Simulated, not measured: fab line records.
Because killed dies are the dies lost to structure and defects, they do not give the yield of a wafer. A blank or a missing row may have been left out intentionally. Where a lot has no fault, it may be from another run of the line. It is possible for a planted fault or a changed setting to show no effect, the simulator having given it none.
fab line records	flow rit-cmos
[record] lots = 14	wafers = 42	last-day = 7
route steps=202 shown ACTIVE@1 SDANNEAL@156 CONTACT@179 M1@202
lots untouched by any fault: they come from a run of this same line in which no faults occurred
start-h: hours from the record's first day to the start of the lot's first wafer shown	wait-h: hours from the lot's prior step to this one	" as in the row above	L1.1+2: a row that stands for several wafers	- either no value or no given start	* or withheld: withheld	< > ~ a bound
route shown NAME@n: names a module that has steps shown in the file, with the first one's number in the route	usual: mean/standard deviation taken from wafers without a fault	same: alike in all rows	chamber/n: place in a boat	sites: each site's reading	_std_site: how widely they spread, as a standard deviation	_edge_site: outer sites' mean less inner sites'	radius-mm: for every site, how far away it sits from the centre of the wafer	mask NAME#n: copy n	behind: the most recent tool/chamber to have shaped the wafer	hold: why the lot went on hold/how many hours it stayed there/how the hold came to an end	device: which transistor (n, p or np) failed to switch	end of line: tests of these same wafers at the route's end	for a step that has no rows: nothing shown but its recipe	killed: the dies lost at the first sort to structure and to defects; this is not the yield of the wafer	map: a wafer's dies, x killed, . not, _ none there
set.NAME: the setting the step ran with; set.NAME@STEP: the setting that earlier step ran with	model.NAME: the simulator's own value behind a step, which no gauge read
steps of the route over a sample of lots; a table a step, a row a wafer
services: a tool's chamber out of use, with start hour (start-h, from the record's first day; less than 0 if before it), hours out, and reason
[[steps]]
[step RIT_ACTIVE_BOW_MEAS_00]
[recipe] mode = bow
[usual] INCOMING_BOW = -1/6.3
lot.wafer	tool	chamber	start-h	wait-h	INCOMING_BOW[um]
L314.1	film-metro-03	-	10.00	-	-16
L314.2	"	-	"	"	-2
L314.5	"	-	"	"	1
L315.2	film-metro-02	-	15.02	-	7
L315.5	"	-	"	"	2
L315.6	"	-	"	"	0
L316.1	film-metro-02	-	20.00	-	2
L316.4	"	-	"	"	-4
L316.5	"	-	"	"	15
L318.2	film-metro-03	-	30.02	-	1
L318.5	"	-	"	"	8
L318.6	"	-	"	"	-3
L319.1	film-metro-03	-	35.00	-	-3
L319.2	"	-	"	"	-6
L319.4	"	-	"	"	8
L320.3	film-metro-03	-	40.04	-	-10
L320.4	"	-	"	"	1
L320.6	"	-	"	"	2
L324.1	film-metro-03	-	60.00	-	-2
L324.4	"	-	"	"	-5
L324.6	"	-	"	"	1
L328.2	film-metro-03	-	80.02	-	-6
L328.3	"	-	"	"	-3
L328.4	"	-	"	"	-5
L330.1	film-metro-03	-	90.00	-	-8
L330.2	"	-	"	"	4
L330.5	"	-	"	"	-10
L331.2	film-metro-04	-	95.02	-	0
L331.3	"	-	"	"	-9
L331.5	"	-	"	"	-4
L332.1	film-metro-04	-	100.00	-	4
L332.2	"	-	"	"	1
L332.6	"	-	"	"	-12
L334.1	film-metro-03	-	110.00	-	10
L334.2	"	-	"	"	1
L334.3	"	-	"	"	-8
L336.2	film-metro-02	-	120.02	-	0
L336.3	"	-	"	"	-5
L336.4	"	-	"	"	1
L337.1	film-metro-04	-	125.00	-	3
L337.5	"	-	"	"	-5
L337.6	"	-	"	"	6
[step RIT_ACTIVE_THK_MEAS_04]
[recipe] reads = Si3N4_of_ACTIVE_CVD_03
[usual] ACTIVE_NITRIDE_THK = 150.2/1.3
lot.wafer	tool	chamber	start-h	wait-h	ACTIVE_NITRIDE_THK[nm]
L314.1	film-metro-03	-	13.53	0.0	150.6
L314.2	"	-	"	"	151.4
L314.5	"	-	"	"	150.1
L315.2	film-metro-03	-	18.54	0.0	147.1
L315.5	"	-	"	"	147.8
L315.6	"	-	"	"	148.5
L316.1	film-metro-03	-	23.53	0.0	149.1
L316.4	"	-	"	"	150.2
L316.5	"	-	"	"	151.3
L318.2	film-metro-04	-	33.54	0.0	150.4
L318.5	"	-	"	"	150.9
L318.6	"	-	"	"	148.6
L319.1	film-metro-03	-	38.53	0.0	149.3
L319.2	"	-	"	"	148.7
L319.4	"	-	"	"	149.0
L320.3	film-metro-03	-	43.55	0.0	149.8
L320.4	"	-	"	"	148.4
L320.6	"	-	"	"	148.8
L324.1	film-metro-03	-	63.53	0.0	150.8
L324.4	"	-	"	"	152.8
L324.6	"	-	"	"	151.1
L328.2	film-metro-03	-	83.54	0.0	151.9
L328.3	"	-	"	"	153.0
L328.4	"	-	"	"	152.0
L330.1	film-metro-03	-	93.66	0.0	151.1
L330.2	"	-	"	"	148.8
L330.5	"	-	"	"	150.4
L331.2	film-metro-04	-	99.42	0.0	149.7
L331.3	"	-	"	"	151.4
L331.5	"	-	"	"	150.4
L332.1	film-metro-03	-	106.03	0.0	150.2
L332.2	"	-	"	"	151.1
L332.6	"	-	"	"	151.5
L334.1	film-metro-02	-	113.89	0.0	148.0
L334.2	"	-	"	"	148.2
L334.3	"	-	"	"	149.9
L336.2	film-metro-04	-	123.54	0.0	149.5
L336.3	"	-	"	"	148.5
L336.4	"	-	"	"	150.1
L337.1	film-metro-04	-	128.53	0.0	147.8
L337.5	"	-	"	"	148.3
L337.6	"	-	"	"	149.3
[step RIT_SDANNEAL_RTA_03]
[recipe] temp-c = 1050	time-s = 5	idle-temp-c = 600	ramp-up-c-per-s = 342	ramp-down-c-per-s = 171	cool-to-c = 600	ambient = N2
[usual] wafer_temp_C_max = 1053.6/1.3
lot.wafer	tool	chamber	start-h	wait-h	wafer_temp_C_max
L314.1	rtp-anneal-02	0	49.65	0.0	1055.0
L314.2	"	0	"	"	1052.4
L314.5	"	0	"	"	1053.3
L315.2	rtp-anneal-01	0	55.81	0.0	1054.5
L315.5	"	0	"	"	1053.1
L315.6	"	0	"	"	1054.0
L316.1	rtp-anneal-02	0	63.74	0.0	1055.4
L316.4	"	0	"	"	1052.4
L316.5	"	0	"	"	1055.0
L318.2	rtp-anneal-02	0	70.23	0.0	1053.2
L318.5	"	0	"	"	1053.9
L318.6	"	0	"	"	1053.9
L319.1	rtp-anneal-01	0	75.21	0.0	1053.4
L319.2	"	0	"	"	1054.4
L319.4	"	0	"	"	1052.2
L320.3	rtp-anneal-02	0	81.49	0.0	1053.4
L320.4	"	0	"	"	1053.4
L320.6	"	0	"	"	1054.5
L320.3	rtp-anneal-02	0	81.72	0.2	1053.0
L320.4	"	0	"	"	1053.3
L320.6	"	0	"	"	1053.4
L324.1	rtp-anneal-02	0	100.32	0.0	1053.2
L324.4	"	0	"	"	1053.8
L324.6	"	0	"	"	1054.0
L324.1	rtp-anneal-02	0	100.55	0.2	1052.5
L324.4	"	0	"	"	1054.0
L324.6	"	0	"	"	1052.0
L328.2	rtp-anneal-02	0	122.60	0.0	1052.6
L328.3	"	0	"	"	1052.5
L328.4	"	0	"	"	1053.5
L330.1	rtp-anneal-02	0	135.26	0.0	1053.5
L330.2	"	0	"	"	1053.3
L330.5	"	0	"	"	1055.5
L331.2	rtp-anneal-01	0	138.79	0.0	1053.3
L331.3	"	0	"	"	1051.9
L331.5	"	0	"	"	1051.8
L332.1	rtp-anneal-02	0	144.67	0.0	1052.4
L332.2	"	0	"	"	1054.9
L332.6	"	0	"	"	1052.2
L334.1	rtp-anneal-02	0	154.44	0.0	1050.9
L334.2	"	0	"	"	1054.7
L334.3	"	0	"	"	1053.4
L336.2	rtp-anneal-02	0	160.34	0.0	1052.1
L336.3	"	0	"	"	1053.0
L336.4	"	0	"	"	1053.0
L337.1	rtp-anneal-01	0	166.50	0.0	1053.8
L337.5	"	0	"	"	1054.3
L337.6	"	0	"	"	1053.7
[step RIT_CONTACT_ETCH_11]
[recipe] target-depth-a = 4800	over-etch-frac = 0.2	stop-on = TiSi2	chemistry = CHF3/CF4/Ar	target = SiO2	CHF3_flow_sccm = 50	cf4-flow-sccm = 10	Ar_flow_sccm = 100	O2_flow_sccm = 5	pressure-mtorr = 100	rf-w = 205.5	time-s = 320
[usual] drypump-motor-current-A = 5.8/0.58	oes-product-au = 0.987/0.018	throttle-valve-pct = 8.85/0.11
lot.wafer	tool	chamber	start-h	wait-h	drypump-motor-current-A	oes-product-au	rf-hours-counter-h	throttle-valve-pct
L314.1	rie-diel-03	0	52.30	0.1	5.5	1.004	31	9.03
L314.2	"	1	"	"	6.1	0.988	0	8.78
L314.5	"	2	"	"	6.0	0.978	-	8.83
L315.2	rie-diel-01	3	58.54	0.1	6.4	1.014	22	8.74
L315.5	"	0	"	"	5.2	1.000	-	8.79
L315.6	"	3	"	"	6.5	1.015	-	8.74
L316.1	rie-diel-04	1	66.17	0.1	4.7	0.979	72	8.89
L316.4	"	2	"	"	5.4	0.991	105	8.95
L316.5	"	1	"	"	4.7	0.986	-	8.90
L318.2	rie-diel-01	1	72.72	0.1	6.7	0.974	18	8.84
L318.5	"	3	"	"	6.5	1.015	-	8.72
L318.6	"	2	"	"	5.2	0.957	-	8.90
L319.1	rie-diel-03	3	77.65	0.1	5.5	1.012	147	9.03
L319.2	"	0	"	"	5.6	1.003	31	9.02
L319.4	"	2	"	"	6.0	0.975	23	8.82
L320.3	rie-diel-01	2	84.45	0.1	5.2	0.964	18	8.88
L320.4	"	3	"	"	6.5	1.014	23	8.74
L320.6	"	1	"	"	6.7	0.963	-	8.83
L324.1	rie-diel-01	0	102.99	0.1	5.2	0.996	159	8.77
L324.4	"	1	"	"	6.6	0.972	18	8.84
L324.6	"	1	"	"	6.6	0.983	-	8.85
L328.2	rie-diel-01	2	125.31	0.1	5.2	0.952	19	8.91
L328.3	"	1	"	"	6.6	0.970	19	8.83
L328.4	"	2	"	"	5.2	0.951	-	8.89
L330.1	rie-diel-03	2	137.70	0.1	6.0	0.968	24	8.83
L330.2	"	3	"	"	5.5	1.006	148	9.01
L330.5	"	1	"	"	6.1	0.984	-	8.77
L331.2	rie-diel-01	1	141.39	0.1	6.6	0.980	19	8.84
L331.3	"	3	"	"	6.5	1.014	24	8.75
L331.5	"	3	"	"	6.5	1.019	-	8.74
L332.1	rie-diel-01	3	147.42	0.1	6.4	1.013	24	8.74
L332.2	"	2	"	"	5.2	0.957	20	8.89
L332.6	"	1	"	"	6.7	0.978	-	8.86
L334.1	rie-diel-01	0	157.00	0.1	5.2	0.982	1	8.80
L334.2	"	3	"	"	6.5	1.008	25	8.73
L334.3	"	1	"	"	6.6	0.978	20	8.85
L336.2	rie-diel-01	3	163.00	0.1	6.4	1.009	25	8.74
L336.3	"	0	"	"	5.2	0.991	1	8.80
L336.4	"	1	"	"	6.7	0.969	20	8.86
L337.1	rie-diel-03	0	168.95	0.1	5.5	1.005	33	9.03
L337.5	"	1	"	"	6.1	0.983	-	8.78
L337.6	"	0	"	"	5.5	1.001	-	9.02
[step RIT_M1_PROBE_99]
[usual] killed_at_M0_to_M3 = 0.1/0.34	killed-at-contacts = 0.1/0.26	killed-at-front-end = 7/3.1	killed-dies = 7/3.1	killed-open = 3.5/1.9	killed-short = 3.4/2.1
[same] gross-dies = 264	killed_at_M4_up = 0	killed-at-back-side = 0	killed-at-other = 0
lot.wafer	tool	chamber	start-h	wait-h	killed_at_M0_to_M3	killed-at-contacts	killed-at-front-end	killed-dies	killed-open	killed-short
L318.2	prober-02	-	78.01	0.1	0	0	4	4	2	2
L318.5	prober-02	-	78.16	0.2	0	0	7	7	6	1
L318.6	prober-02	-	78.21	0.2	0	0	7	7	5	2
L320.3	prober-02	-	89.75	0.2	0	0	15	15	7	8
L320.4	prober-02	-	89.80	0.2	0	0	9	9	6	3
L320.6	prober-02	-	89.90	0.2	0	0	8	8	4	4
L331.2	prober-01	-	146.65	0.1	0	0	5	5	3	2
L331.3	prober-01	-	146.70	0.2	0	0	8	8	3	5
L331.5	prober-01	-	146.80	0.2	0	0	8	8	6	2
// killed by level:class
L318.2 GATE:geometric-particle:open=2 GATE:geometric-particle:short=1 SPACER:geometric-particle:short=1
L318.5 FOX2:geometric-particle:open=2 FOX1:geometric-particle:open=1 GATE:geometric-particle:short=1 REOX:geometric-particle:open=1 SPACER:geometric-particle:open=1 SILICIDE:geometric-particle:open=1
L318.6 FOX2:geometric-particle:open=2 FOX1:geometric-particle:short=1 FOX1:geometric-particle:open=1 FOX2:geometric-particle:short=1 SILICIDE:geometric-particle:open=1 STARTING-WAFER:geometric-particle:open=1
L320.3 GATE:geometric-particle:short=5 FOX1:geometric-particle:open=4 FOX2:geometric-particle:open=2 FOX2:geometric-particle:short=1 REOX:geometric-particle:short=1 SPACER:geometric-particle:short=1 SILICIDE:geometric-particle:open=1
L320.4 FOX1:geometric-particle:open=3 FOX1:geometric-particle:short=1 FOX2:geometric-particle:open=1 FOX2:geometric-particle:short=1 REOX:geometric-particle:short=1 REOX:geometric-particle:open=1 SILICIDE:geometric-particle:open=1
L320.6 FOX1:geometric-particle:open=2 REOX:geometric-particle:short=2 FOX1:geometric-particle:short=1 FOX2:geometric-particle:short=1 FOX2:geometric-particle:open=1 GATE:geometric-particle:open=1
L331.2 REOX:geometric-particle:open=2 GATE:geometric-particle:open=1 REOX:geometric-particle:short=1 SPACER:geometric-particle:short=1
L331.3 GATE:geometric-particle:short=4 FOX2:geometric-particle:short=1 GATE:geometric-particle:open=1 REOX:geometric-particle:open=1 SPACER:geometric-particle:open=1
L331.5 FOX2:geometric-particle:open=2 GATE:geometric-particle:open=2 REOX:geometric-particle:short=1 SPACER:geometric-particle:short=1 SPACER:geometric-particle:open=1 SILICIDE:geometric-particle:open=1
[[services]]
tool	chamber	start-h	hours	kind
rie-diel-03	1	30.89	-	clean
rie-diel-03	1	30.89	14.3	scheduled-down
rie-diel-03	1	30.89	14.3	vent-cycle
rie-diel-01	-	39.73	0.3	repair
rie-diel-03	0	63.11	2.6	repair
rie-diel-04	-	75.68	0.6	repair
rie-diel-03	2	97.12	7.6	repair
rie-diel-04	1	97.35	7.6	repair
rie-diel-04	0	101.10	4.5	repair
rie-diel-03	1	102.63	6.6	repair
rie-diel-01	0	106.33	-	clean
rie-diel-01	0	106.33	22.8	scheduled-down
rie-diel-01	0	106.33	22.8	vent-cycle
rie-diel-04	3	109.76	2.6	repair
rie-diel-04	0	121.56	1.8	repair
rie-diel-03	2	139.12	8.5	repair
rie-diel-03	3	160.43	-	clean
[[key]]
[first-sign] step = RIT_SDANNEAL_RTA_03	reading = visit	direction = added
effect none on later readings
met-at RIT_SDANNEAL_RTA_03
struck-lots L320,L324
tester-left-out L320,L324
not-acting-at RIT_ACTIVE_BOW_MEAS_00,RIT_ACTIVE_THK_MEAS_04,RIT_CONTACT_ETCH_11
[fault] kind = repeated-step-whole	tool = rtp-anneal-01,rtp-anneal-02	chamber = -	onset-h = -	steps = RIT_SDANNEAL_RTA_03	times = 1	scope = struck-lots-only
// tester-left-out: of these lots the tester's yield and bins aren't shown, on N5 and GAA mostly nor the transistor test; their killed dies are dies lost to structure and defects alone, not to doping, threshold or leakage, so they don't give the yield
